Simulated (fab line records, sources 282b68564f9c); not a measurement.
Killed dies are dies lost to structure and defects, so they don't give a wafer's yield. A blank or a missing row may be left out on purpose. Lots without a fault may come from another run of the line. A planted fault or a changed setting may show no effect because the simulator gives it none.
A struck lot beside a sound one | flow rit_cmos | 15 steps out of a route of 202
Sound: wafers L352.1, L352.3, L352.6. Struck: wafers L358.1, L358.2, L358.3. The cause comes at the end.
At each step with rows: each side's tool, then ch and its chambers, then its first start. Under that, the readings that differ: sound wafers | struck wafers | difference of the means | sigmas: that difference in standard deviations of wafers without a fault.
alike: readings whose means differ by less than 2 such deviations, and words and numbers that are the same on both sides. not compared: withheld readings, readings that some wafer has no value for, bounds like >300 that may hide the same value, and numbers for which the record gives no deviation and whose values overlap.
The two part at a step that has a row with sigmas, a row that says differs or no value, or rows on one side only. Numbers that don't overlap but have no deviation are shown without sigmas and don't part them. A reading that every wafer of one side lacks parts them only if that side has two wafers or more.

first, 4 steps without rows for these wafers: RIT_PLDD_SOFTBAKE_02 (time 60 s); RIT_PLDD_EXPOSE_03 (exposes mask M8, target cd 40900 nm); RIT_PLDD_PEB_04; RIT_PLDD_DEVELOP_05 (develop time 50 s).
RIT_PLDD_OVL_MEAS_06:
  sound on overlay-02, day 3 14:25; struck on overlay-01, day 4 18:27
  alike: PLDD_OVL
then, 2 steps without rows for these wafers: RIT_PLDD_HARDBAKE_07 (time 60 s); RIT_PLDD_IMPLANT_08.
RIT_PLDD_STRIP_09: strips in O2, time 180 s.
  sound on plasma_asher-02 ch 1, day 3 14:46; struck on plasma_asher-01 ch 0,1, day 4 18:47
  alike: drypump_motor_current_A
  not compared: rf_hours_counter_h
RIT_PLDD_TW_MEAS_10:
  sound on film_metro-01, day 3 14:56; struck on film_metro-01, day 4 18:58
  reading | sound          | struck         | difference | sigmas
  PLDD_TW | 2356 2350 2364 | 2378 2376 2385 | +23        | +2
then, 3 steps without rows for these wafers: RIT_SPACER_CLEAN_00 (cleans in SC1, time 600 s); RIT_SPACER_CLEAN_01 (cleans in dHF, time 30 s); RIT_SPACER_CLEAN_02 (cleans in SC2, time 600 s).
RIT_SPACER_CVD_03: deposits Si3N4 from SiH2Cl2/NH3, target thk 250 nm, time 3300 s.
  sound on lpcvd-02 ch 1, day 3 15:22; struck on lpcvd-01 ch 1, day 4 19:24
  reading                                  | sound             | struck            | difference | sigmas
  spike_tc_centre_C (C)                    | 812.9 812.9 814.7 | 856.2 855.8 856.9 | +42.8      | +33
  spike_tc_load_C (C)                      | 835.6 837.2 835.7 | 879.5 880.7 883.0 | +44.9      | +32
  spike_tc_source_C (C)                    | 834.6 833.8 834.0 | 879.0 880.1 876.9 | +44.5      | +37
  susceptor_temp_C (C)                     | 809.6 810.4 810.1 | 854.5 854.8 854.8 | +44.7      | +99 or more
  model.Si3N4_of_SPACER_CVD_03.thk_nm (nm) | 253.2 254.1 257.2 | 421.2 421.3 423   | +167.0     |
RIT_SPACER_THK_MEAS_04:
  sound on film_metro-04, day 3 17:17; struck on film_metro-02, day 4 21:19
  reading                 | sound             | struck            | difference | sigmas
  SPACER_NITRIDE_THK (nm) | 253.2 253.9 257.1 | 421.3 421.1 422.8 | +167.0     | +80
RIT_SPACER_ETCHBACK_05: etches Si3N4 in SF6/CHF3, stops on SiO2, target depth 250 nm, time 240 s.
  sound on rie_diel-01 ch 0,1,2, day 3 17:20; struck on rie_diel-04 ch 0,1,2, day 4 21:23
  reading                                  | sound             | struck            | difference | sigmas
  oes_product_au (a.u.)                    | 0.872 0.837 0.863 | 0.987 0.980 1.011 | +0.135     | +9
  model.Si3N4_of_SPACER_CVD_03.thk_nm (nm) | 198.8 200.7 202.2 | 328.2 331.2 330.7 | +129.5     |
  model.etch.depth_nm (nm)                 | 253.2 254.1 257.2 | 319.4 309.2 315.4 | +59.8      |
  alike: drypump_motor_current_A, throttle_valve_pct
  not compared: rf_hours_counter_h

WHERE THEY PART
First at RIT_PLDD_TW_MEAS_10; last, within this record, at RIT_SPACER_ETCHBACK_05.

WHY: what the simulator had put in
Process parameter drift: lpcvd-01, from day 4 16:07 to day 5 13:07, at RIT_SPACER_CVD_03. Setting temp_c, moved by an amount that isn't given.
